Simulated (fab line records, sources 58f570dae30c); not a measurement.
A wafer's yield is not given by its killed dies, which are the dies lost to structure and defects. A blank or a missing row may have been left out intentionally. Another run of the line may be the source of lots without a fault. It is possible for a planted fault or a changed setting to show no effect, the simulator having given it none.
Split-lot study -- flow berkeley_cmos170 -- on a route of 331 steps: 5 lots, 23 wafers read

## THE SPLIT
At UCB170_CONTACT_CVD_01 (deposits PSG from SiH4/O2/PH3, target thk 700 nm, time 2820 s), the setting temp_c was moved away from the recipe's 450 C on 10 of the 23 wafers read, by -0.9% to +0.8%. This setting was run at the recipe's value on the other wafers.

The file shows no step between the split and the reading.

## THE READING
At UCB170_CONTACT_THK_MEAS_02: CONTACT_PSG_THK, given in nm. On this fab line, fault-free wafers typically give 701 nm with a standard deviation of 6.1 nm.

wafer,"tool, chamber at the split","temp_c as run, C",against the recipe,"CONTACT_PSG_THK, nm",against lot-mates on the recipe
L074.1,"lpcvd-02, 1",450,recipe,701,-
L074.2,"lpcvd-02, 1",450,recipe,700,-
L074.3,"lpcvd-02, 1",450,recipe,703,-
L076.1,"-, -",453.6,+0.8%,728,no lot-mate on the recipe
L076.2,"-, -",453.6,+0.8%,725,no lot-mate on the recipe
L076.3,"-, -",453.6,+0.8%,727,no lot-mate on the recipe
L076.4,"-, -",453.6,+0.8%,730,no lot-mate on the recipe
L076.6,"-, -",453.6,+0.8%,726,no lot-mate on the recipe
L077.1,"-, -",445.8,-0.9%,671,no lot-mate on the recipe
L077.3,"-, -",445.8,-0.9%,673,no lot-mate on the recipe
L077.4,"-, -",445.8,-0.9%,675,no lot-mate on the recipe
L077.5,"-, -",445.8,-0.9%,670,no lot-mate on the recipe
L077.6,"-, -",445.8,-0.9%,676,no lot-mate on the recipe
L081.2,"-, -",450,recipe,711,-
L081.3,"-, -",450,recipe,710,-
L081.4,"-, -",450,recipe,713,-
L081.5,"-, -",450,recipe,711,-
L081.6,"-, -",450,recipe,710,-
L082.2,"-, -",450,recipe,705,-
L082.3,"-, -",450,recipe,700,-
L082.4,"-, -",450,recipe,699,-
L082.5,"-, -",450,recipe,702,-
L082.6,"-, -",450,recipe,702,-

THE FIT
A straight line over all 23 wafers: CONTACT_PSG_THK changes by +31.4 nm for each +1% of temp_c; r = +0.97; the points scatter about the line by 4.4 nm.
Too few moved wafers with a lot-mate on the recipe to fit a line net of each lot's own level.

## THE WHOLE CHAIN: every reading that the file lists as answering this split, in the file's order
step,what it does,reading,change (the file's fit),r (the file's)
UCB170_CONTACT_CVD_01,"deposits PSG from SiH4/O2/PH3, target thk 700 nm, time 2820 s","PSG_of_CONTACT_CVD_01.thk_nm (the simulator's own value, which no gauge read)",+31.7 nm for each +1% of the setting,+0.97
UCB170_CONTACT_THK_MEAS_02,,CONTACT_PSG_THK,+31.5 for each +1% of the setting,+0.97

## FILE'S OWN FIT
CONTACT_PSG_THK changes by +31.5 nm for each +1% of temp_c, r = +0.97.
